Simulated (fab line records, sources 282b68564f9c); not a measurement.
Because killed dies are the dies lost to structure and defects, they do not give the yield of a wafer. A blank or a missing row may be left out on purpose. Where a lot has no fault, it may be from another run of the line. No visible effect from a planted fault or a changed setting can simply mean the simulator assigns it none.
Lot-split experiment | flow rit_cmos | on a route of 202 steps: 5 lots, 23 wafers read

## THE SPLIT
At RIT_NSD_COAT_01 (resist thk 1000 nm), the setting spin_rpm was moved away from the recipe's 3250 rpm on 7 of the 23 wafers read, by -3.1% to +6.4%. This setting was run at the recipe's value on the other wafers.

## FROM THE SPLIT TO THE READING: what the file shows between them, 3 steps
- RIT_NSD_SOFTBAKE_02: time 60 s
- RIT_NSD_EXPOSE_03: exposes mask M9, target cd 40700 nm
- RIT_NSD_DEVELOP_05: develop time 50 s

## THE READING
NOVOLAK_of_NSD_COAT_01.thk_nm (the simulator's own value, which no gauge read), in nm, at RIT_NSD_HARDBAKE_07 (time 60 s). The file gives no usual value for it. Here, 16 wafers ran the recipe; their average is 884.4 nm with a standard deviation of 2.5 nm.

wafer  | tool, chamber at the split | spin_rpm as run, rpm | against the recipe | NOVOLAK_of_NSD_COAT_01.thk_nm, nm | against lot-mates on the recipe
L074.1 | litho_track-03, 0          | 3457                 | +6.4%              | 856.3                             | -26.1
L074.2 | litho_track-03, 0          | 3250                 | recipe             | 881.7                             | -
L074.3 | litho_track-03, 0          | 3457                 | +6.4%              | 856                               | -26.4
L074.5 | litho_track-03, 0          | 3250                 | recipe             | 881.2                             | -
L074.6 | litho_track-03, 0          | 3250                 | recipe             | 884.2                             | -
L078.1 | litho_track-04, 0          | 3250                 | recipe             | 884.6                             | -
L078.2 | litho_track-04, 0          | 3390                 | +4.3%              | 866.9                             | -17.5
L078.4 | litho_track-04, 0          | 3390                 | +4.3%              | 867                               | -17.4
L078.5 | litho_track-04, 0          | 3250                 | recipe             | 884.1                             | -
L078.6 | litho_track-04, 0          | 3390                 | +4.3%              | 864.8                             | -19.6
L080.1 | litho_track-03, 0          | 3250                 | recipe             | 886.9                             | -
L080.3 | litho_track-03, 0          | 3250                 | recipe             | 886.9                             | -
L080.2 | litho_track-03, 0          | 3250                 | recipe             | 887.3                             | -
L080.4 | litho_track-03, 0          | 3250                 | recipe             | 889.4                             | -
L080.6 | litho_track-03, 0          | 3250                 | recipe             | 888                               | -
L082.2 | litho_track-04, 0          | 3250                 | recipe             | 884.2                             | -
L082.3 | litho_track-04, 0          | 3250                 | recipe             | 882.8                             | -
L082.5 | litho_track-04, 0          | 3250                 | recipe             | 882.5                             | -
L084.1 | litho_track-04, 0          | 3250                 | recipe             | 881.1                             | -
L084.2 | litho_track-04, 0          | 3250                 | recipe             | 884.2                             | -
L084.3 | litho_track-04, 0          | 3149                 | -3.1%              | 895.5                             | +13.1
L084.5 | litho_track-04, 0          | 3149                 | -3.1%              | 892.7                             | +10.3
L084.6 | litho_track-04, 0          | 3250                 | recipe             | 881.8                             | -

FIT RESULTS
A straight line over all 23 wafers: NOVOLAK_of_NSD_COAT_01.thk_nm changes by -4.14 nm for each +1% of spin_rpm; r = -0.97; the points scatter about the line by 2.5 nm.
The same after taking each lot's own level away (the mean of its wafers on the recipe; 23 wafers): -4.08 nm for each +1%; r = -0.99; scatter 1.1 nm.
According to that fit, moving spin_rpm by its largest amount changes the reading by 26 nm.
Across the lots, their own levels run from 882.37 to 887.70 nm, a range of 2.1 times the standard deviation given above.
Hence the lot-to-lot level has little effect on the slope; both slopes agree.
Check: for one of the wafers moved furthest among these (+6.4%), held out of the fit, the line's prediction against its lot-mates is -26.2 nm. It came out at -26.1 nm against them.

## FURTHER SPLITS ON THESE WAFERS
Other splits were also applied to these wafers ahead of the reading. Each is held against what the fit with the lots' levels taken away leaves over:
other split on the same wafers | wafers away from the commonest value | r with NOVOLAK_of_NSD_COAT_01.thk_nm (lot level and that fit taken away)
RIT_GATE_EXPOSE_13 dose_mj     | 4                                    | -0.05
RIT_REOX_OXIDATION_03 temp_c   | 10                                   | +0.09
RIT_PLDD_STRIP_09 o2_flow_sccm | 5                                    | -0.13

## THE WHOLE CHAIN: every reading that the file lists as answering this split, in the file's order
step                | what it does       | reading                                                                        | change (the file's fit)              | r (the file's)
RIT_NSD_COAT_01     | resist thk 1000 nm | NOVOLAK_of_NSD_COAT_01.thk_nm (the simulator's own value, which no gauge read) | -4.67 nm for each +1% of the setting | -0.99
RIT_NSD_HARDBAKE_07 | time 60 s          | NOVOLAK_of_NSD_COAT_01.thk_nm (the simulator's own value, which no gauge read) | -4.09 nm for each +1% of the setting | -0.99

## FILE'S OWN FIT
NOVOLAK_of_NSD_COAT_01.thk_nm changes by -4.09 nm for each +1% of spin_rpm, r = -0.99.
